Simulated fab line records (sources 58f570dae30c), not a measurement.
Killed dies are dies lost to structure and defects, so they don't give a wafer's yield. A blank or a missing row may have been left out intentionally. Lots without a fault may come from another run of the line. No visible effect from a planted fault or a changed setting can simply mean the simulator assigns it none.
Chamber matching / flow berkeley_cmos170 / pecvd-02 running UCB170_V2_CVD_00: 3 sister chambers
The step deposits SiO2 from TEOS/O2, target thk 2000 nm, time 250 s. 3 wafers are shown with their chamber, then 7 later ones without.

WAFERS PAIRED WITH THEIR CHAMBERS
wafer=L745.5; chamber=2; heater_power_w (W)=252
wafer=L755.1; chamber=1; heater_power_w (W)=283
wafer=L755.2; chamber=0; heater_power_w (W)=310

WAFERS MISSING THEIR CHAMBER
wafer=L755.3; heater_power_w (W)=266
wafer=L761.3; heater_power_w (W)=355
wafer=L761.4; heater_power_w (W)=227
wafer=L761.5; heater_power_w (W)=225
wafer=L763.1; heater_power_w (W)=311
wafer=L763.2; heater_power_w (W)=305
wafer=L763.6; heater_power_w (W)=253

THE CHAMBER EACH PASSED THROUGH
wafer=L755.3; from the rows above=can't be placed: 2 or 1 or 0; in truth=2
wafer=L761.3; from the rows above=can't be placed: 0 or 1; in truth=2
wafer=L761.4; from the rows above=can't be placed: 2 or 1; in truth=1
wafer=L761.5; from the rows above=can't be placed: 2 or 1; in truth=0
wafer=L763.1; from the rows above=can't be placed: 0 or 1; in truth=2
wafer=L763.2; from the rows above=can't be placed: 0 or 1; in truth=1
wafer=L763.6; from the rows above=can't be placed: 2 or 1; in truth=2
0 of 7 placed correctly. Unplaceable from these rows: 7, with the true chamber sitting among the candidates in 4. Placed wrongly: 0.
How it was worked out, from the rows above alone: a wafer's distance from a chamber is the root of the sum, over the readings, of the square of ((its reading less the chamber's mean) divided by the reading's scatter). The wafer belongs to the nearest chamber; if the next one is less than 2 further off, it can't be placed. For every chamber, the mean is computed from those of its wafers that are shown. The scatter: with one shown wafer a chamber, the root of the mean of the squares of how far each hidden wafer lies from its nearest shown one.
